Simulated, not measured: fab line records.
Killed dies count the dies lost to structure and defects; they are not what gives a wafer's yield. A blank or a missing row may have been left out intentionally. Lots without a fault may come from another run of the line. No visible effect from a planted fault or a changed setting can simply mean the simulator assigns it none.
Which tool is to blame? || flow berkeleyCmos170 || Sampling: 15 lots, 45 wafers, 3 of 331 route steps

## WHAT THE GAUGES SHOWED, per wafer
UCB170_SDANNEAL_RS_MEAS_03: measures by four-point-probe.
{"lot": "L230", "measured": "day 7 03:02", "on": "filmMetro-03", "NSD_RS (ohm/sq)": "37.34 37.38 37.45"}
{"lot": "L228", "measured": "day 7 03:41", "on": "filmMetro-03", "NSD_RS (ohm/sq)": "37.43 37.33 37.26"}
{"lot": "L232", "measured": "day 8 05:47", "on": "filmMetro-03", "NSD_RS (ohm/sq)": "37.46 37.36 37.41"}
{"lot": "L233", "measured": "day 8 05:47", "on": "filmMetro-04", "NSD_RS (ohm/sq)": "37.31 37.27 37.20"}
{"lot": "L234", "measured": "day 8 17:35", "on": "filmMetro-04", "NSD_RS (ohm/sq)": "37.30 37.26 37.29"}
{"lot": "L236", "measured": "day 8 17:53", "on": "filmMetro-02", "NSD_RS (ohm/sq)": "37.19 37.17 37.19"}
{"lot": "L235", "measured": "day 8 18:04", "on": "filmMetro-04", "NSD_RS (ohm/sq)": "37.34 37.22 37.31"}
{"lot": "L237", "measured": "day 9 19:45", "on": "filmMetro-02", "NSD_RS (ohm/sq)": "37.24 37.15 37.27"}
{"lot": "L239", "measured": "day 9 20:22", "on": "filmMetro-04", "NSD_RS (ohm/sq)": "37.34 37.21 37.27"}
{"lot": "L243", "measured": "day 9 20:44", "on": "filmMetro-02", "NSD_RS (ohm/sq)": "38.10 38.14 38.21"}
{"lot": "L246", "measured": "day 10 08:26", "on": "filmMetro-03", "NSD_RS (ohm/sq)": "38.27 38.23 38.24"}
{"lot": "L244", "measured": "day 10 08:35", "on": "filmMetro-02", "NSD_RS (ohm/sq)": "37.26 37.18 37.23"}
{"lot": "L245", "measured": "day 10 08:29", "on": "filmMetro-04", "NSD_RS (ohm/sq)": "38.09 38.10 38.12"}
{"lot": "L248", "measured": "day 11 10:49", "on": "filmMetro-02", "NSD_RS (ohm/sq)": "37.29 37.23 37.18"}
{"lot": "L249", "measured": "day 11 10:58", "on": "filmMetro-03", "NSD_RS (ohm/sq)": "37.28 37.36 37.39"}

## WHICH TOOL RAN EACH LOT (tool, then ch and the chambers of the sampled wafers, then the start)
{"lot": "L230", "UCB170_NSD_IMPLANT_08": "implanter-04 ch 0, day 7 01:16", "UCB170_NSD_STRIP_09": "plasmaAsher-02 ch 1, day 7 01:23"}
{"lot": "L228", "UCB170_NSD_IMPLANT_08": "implanter-03 ch 0, day 7 02:14", "UCB170_NSD_STRIP_09": "plasmaAsher-02 ch 0, day 7 02:21"}
{"lot": "L232", "UCB170_NSD_IMPLANT_08": "implanter-04 ch 0, day 8 03:55", "UCB170_NSD_STRIP_09": "plasmaAsher-04 ch 0,1, day 8 04:04"}
{"lot": "L233", "UCB170_NSD_IMPLANT_08": "implanter-03 ch 0, day 8 04:07", "UCB170_NSD_STRIP_09": "plasmaAsher-02 ch 0,1, day 8 04:16"}
{"lot": "L234", "UCB170_NSD_IMPLANT_08": "implanter-03 ch 0, day 8 15:52", "UCB170_NSD_STRIP_09": "plasmaAsher-04 ch 0,1, day 8 16:01"}
{"lot": "L236", "UCB170_NSD_IMPLANT_08": "implanter-04 ch 0, day 8 16:02", "UCB170_NSD_STRIP_09": "plasmaAsher-02 ch 0, day 8 16:09"}
{"lot": "L235", "UCB170_NSD_IMPLANT_08": "implanter-02 ch 0, day 8 16:08", "UCB170_NSD_STRIP_09": "plasmaAsher-04 ch 0,1, day 8 16:17"}
{"lot": "L237", "UCB170_NSD_IMPLANT_08": "implanter-02 ch 0, day 9 17:54", "UCB170_NSD_STRIP_09": "plasmaAsher-02 ch 0,1, day 9 18:02"}
{"lot": "L239", "UCB170_NSD_IMPLANT_08": "implanter-03 ch 0, day 9 18:35", "UCB170_NSD_STRIP_09": "plasmaAsher-04 ch 0,1, day 9 18:44"}
{"lot": "L243", "UCB170_NSD_IMPLANT_08": "implanter-02 ch 0, day 9 19:02", "UCB170_NSD_STRIP_09": "plasmaAsher-01 ch 0,1, day 9 19:11"}
{"lot": "L246", "UCB170_NSD_IMPLANT_08": "implanter-02 ch 0, day 10 04:36", "UCB170_NSD_STRIP_09": "plasmaAsher-02 ch 0,1, day 10 04:45"}
{"lot": "L244", "UCB170_NSD_IMPLANT_08": "implanter-03 ch 0, day 10 04:54", "UCB170_NSD_STRIP_09": "plasmaAsher-04 ch 0,1, day 10 05:02"}
{"lot": "L245", "UCB170_NSD_IMPLANT_08": "implanter-02 ch 0, day 10 05:03", "UCB170_NSD_STRIP_09": "plasmaAsher-01 ch 0,1, day 10 05:11"}
{"lot": "L248", "UCB170_NSD_IMPLANT_08": "implanter-03 ch 0, day 11 09:18", "UCB170_NSD_STRIP_09": "plasmaAsher-01 ch 0,1, day 11 09:26"}
{"lot": "L249", "UCB170_NSD_IMPLANT_08": "implanter-04 ch 0, day 11 09:22", "UCB170_NSD_STRIP_09": "plasmaAsher-02 ch 0,1, day 11 09:31"}
- UCB170_NSD_IMPLANT_08
- UCB170_NSD_STRIP_09: strips in O2.

## AS READ BY THE TOOLS THEMSELVES (means over the sampled wafers that have a number; for cases with no such wafer, the mark the record gives instead)
UCB170_NSD_IMPLANT_08.
{"lot": "L230", "tool": "implanter-04", "beamEnergyKeV": 39.995, "doseIonsCm2": 3e+15, "faradayCurrentUA": 9208}
{"lot": "L228", "tool": "implanter-03", "beamEnergyKeV": 39.988, "doseIonsCm2": 3e+15, "faradayCurrentUA": 9193}
{"lot": "L232", "tool": "implanter-04", "beamEnergyKeV": 39.991, "doseIonsCm2": 3e+15, "faradayCurrentUA": 9376}
{"lot": "L233", "tool": "implanter-03", "beamEnergyKeV": 39.998, "doseIonsCm2": 3e+15, "faradayCurrentUA": 9344}
{"lot": "L234", "tool": "implanter-03", "beamEnergyKeV": 39.992, "doseIonsCm2": 3e+15, "faradayCurrentUA": 9273}
{"lot": "L236", "tool": "implanter-04", "beamEnergyKeV": 39.995, "doseIonsCm2": 3e+15, "faradayCurrentUA": 9197}
{"lot": "L235", "tool": "implanter-02", "beamEnergyKeV": 39.998, "doseIonsCm2": 3e+15, "faradayCurrentUA": 9203}
{"lot": "L237", "tool": "implanter-02", "beamEnergyKeV": 39.991, "doseIonsCm2": 3e+15, "faradayCurrentUA": 9324}
{"lot": "L239", "tool": "implanter-03", "beamEnergyKeV": 40.016, "doseIonsCm2": 3e+15, "faradayCurrentUA": 9239}
{"lot": "L243", "tool": "implanter-02", "beamEnergyKeV": 39.988, "doseIonsCm2": 3e+15, "faradayCurrentUA": 8805}
{"lot": "L246", "tool": "implanter-02", "beamEnergyKeV": 39.998, "doseIonsCm2": 3e+15, "faradayCurrentUA": 8685}
{"lot": "L244", "tool": "implanter-03", "beamEnergyKeV": 40.010, "doseIonsCm2": 3e+15, "faradayCurrentUA": 9323}
{"lot": "L245", "tool": "implanter-02", "beamEnergyKeV": 40.000, "doseIonsCm2": 3e+15, "faradayCurrentUA": 8747}
{"lot": "L248", "tool": "implanter-03", "beamEnergyKeV": 39.987, "doseIonsCm2": 3e+15, "faradayCurrentUA": 9198}
{"lot": "L249", "tool": "implanter-04", "beamEnergyKeV": 40.009, "doseIonsCm2": 3e+15, "faradayCurrentUA": 9232}

UCB170_NSD_STRIP_09.
{"lot": "L230", "tool": "plasmaAsher-02", "chamberPressureMTorr (mTorr)": 3501, "drypumpMotorCurrentA (A)": 6.2, "oesProductAu (a.u.)": 0.535, "stripTimeToEndpointS (s)": 35.76}
{"lot": "L228", "tool": "plasmaAsher-02", "chamberPressureMTorr (mTorr)": 3501, "drypumpMotorCurrentA (A)": 5.5, "oesProductAu (a.u.)": 0.533, "stripTimeToEndpointS (s)": 35.75}
{"lot": "L232", "tool": "plasmaAsher-04", "chamberPressureMTorr (mTorr)": 3505, "drypumpMotorCurrentA (A)": 5.5, "oesProductAu (a.u.)": 0.540, "stripTimeToEndpointS (s)": 35.76}
{"lot": "L233", "tool": "plasmaAsher-02", "chamberPressureMTorr (mTorr)": 3503, "drypumpMotorCurrentA (A)": 5.7, "oesProductAu (a.u.)": 0.535, "stripTimeToEndpointS (s)": 35.78}
{"lot": "L234", "tool": "plasmaAsher-04", "chamberPressureMTorr (mTorr)": 3501, "drypumpMotorCurrentA (A)": 5.9, "oesProductAu (a.u.)": 0.535, "stripTimeToEndpointS (s)": 35.79}
{"lot": "L236", "tool": "plasmaAsher-02", "chamberPressureMTorr (mTorr)": 3499, "drypumpMotorCurrentA (A)": 5.5, "oesProductAu (a.u.)": 0.534, "stripTimeToEndpointS (s)": 35.86}
{"lot": "L235", "tool": "plasmaAsher-04", "chamberPressureMTorr (mTorr)": 3502, "drypumpMotorCurrentA (A)": 5.5, "oesProductAu (a.u.)": 0.534, "stripTimeToEndpointS (s)": 35.73}
{"lot": "L237", "tool": "plasmaAsher-02", "chamberPressureMTorr (mTorr)": 3502, "drypumpMotorCurrentA (A)": 5.7, "oesProductAu (a.u.)": 0.534, "stripTimeToEndpointS (s)": 35.83}
{"lot": "L239", "tool": "plasmaAsher-04", "chamberPressureMTorr (mTorr)": 3500, "drypumpMotorCurrentA (A)": 5.6, "oesProductAu (a.u.)": 0.534, "stripTimeToEndpointS (s)": 35.80}
{"lot": "L243", "tool": "plasmaAsher-01", "chamberPressureMTorr (mTorr)": 3500, "drypumpMotorCurrentA (A)": 5.8, "oesProductAu (a.u.)": 0.537, "stripTimeToEndpointS (s)": 35.25}
{"lot": "L246", "tool": "plasmaAsher-02", "chamberPressureMTorr (mTorr)": 3498, "drypumpMotorCurrentA (A)": 6.0, "oesProductAu (a.u.)": 0.544, "stripTimeToEndpointS (s)": 35.39}
{"lot": "L244", "tool": "plasmaAsher-04", "chamberPressureMTorr (mTorr)": 3502, "drypumpMotorCurrentA (A)": 5.6, "oesProductAu (a.u.)": 0.533, "stripTimeToEndpointS (s)": 35.84}
{"lot": "L245", "tool": "plasmaAsher-01", "chamberPressureMTorr (mTorr)": 3498, "drypumpMotorCurrentA (A)": 5.7, "oesProductAu (a.u.)": 0.531, "stripTimeToEndpointS (s)": 35.26}
{"lot": "L248", "tool": "plasmaAsher-01", "chamberPressureMTorr (mTorr)": 3497, "drypumpMotorCurrentA (A)": 5.7, "oesProductAu (a.u.)": 0.534, "stripTimeToEndpointS (s)": 35.89}
{"lot": "L249", "tool": "plasmaAsher-02", "chamberPressureMTorr (mTorr)": 3501, "drypumpMotorCurrentA (A)": 5.7, "oesProductAu (a.u.)": 0.536, "stripTimeToEndpointS (s)": 35.71}

## THE ANSWER, worked out from the rows above alone
Rule: what is usual is taken from the lots themselves. The widest of any qualifying gaps counts: lots, ordered by their means at a reading, are off when they make up no more than a third of the lots, leave a main group of 4 or more, and stand apart from it by 3 or more times the standard deviation of that group's means. A main group whose means are all the same, to the digits that the tables above print for the reading, isn't used. A lot without any number at a reading at which 4 lots or more have one is off too. The other lots that the step has rows for count as sound. The gauges are gone through in route order, then the tools' own readings, and for those a lot's mean is taken as printed above. The first step at which some lot is off is used, and at that step the reading that is off furthest; a lot without a number counts as furthest.
Off: at UCB170_SDANNEAL_RS_MEAS_03 (NSD_RS), L243, L246, L245. Mean 37.29 ohm/sq and standard deviation 0.068 in the main group.
If a tool, at a process step before that reading, ran all the lots that are off and no sound lot after the first of them, it fits. Not tried: the gauges at UCB170_SDANNEAL_RS_MEAS_03; whatever is off there is also off at UCB170_NSD_IMPLANT_08, on other tools, and gauge error can't account for it. One candidate fits, namely implanter-02 at UCB170_NSD_IMPLANT_08. Its last sound lot is L237 (day 9 17:54), its first lot that is off L243 (day 9 19:02): a fault that began between those two fits.
On the lots that are off, the tool's own readings at UCB170_NSD_IMPLANT_08 differ by more than 5 times the standard deviation of the sound lots' means, which bears it out; faradayCurrentUA reads 8746 there versus 9259 on the sound lots.

## WHAT HAD BEEN PUT IN BY THE SIMULATOR
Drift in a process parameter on implanter-02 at UCB170_NSD_IMPLANT_08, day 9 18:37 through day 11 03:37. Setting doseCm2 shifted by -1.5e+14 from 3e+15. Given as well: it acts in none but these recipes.
Shown lots that were struck: L243, L246, L245. The rule above reached the same finding.
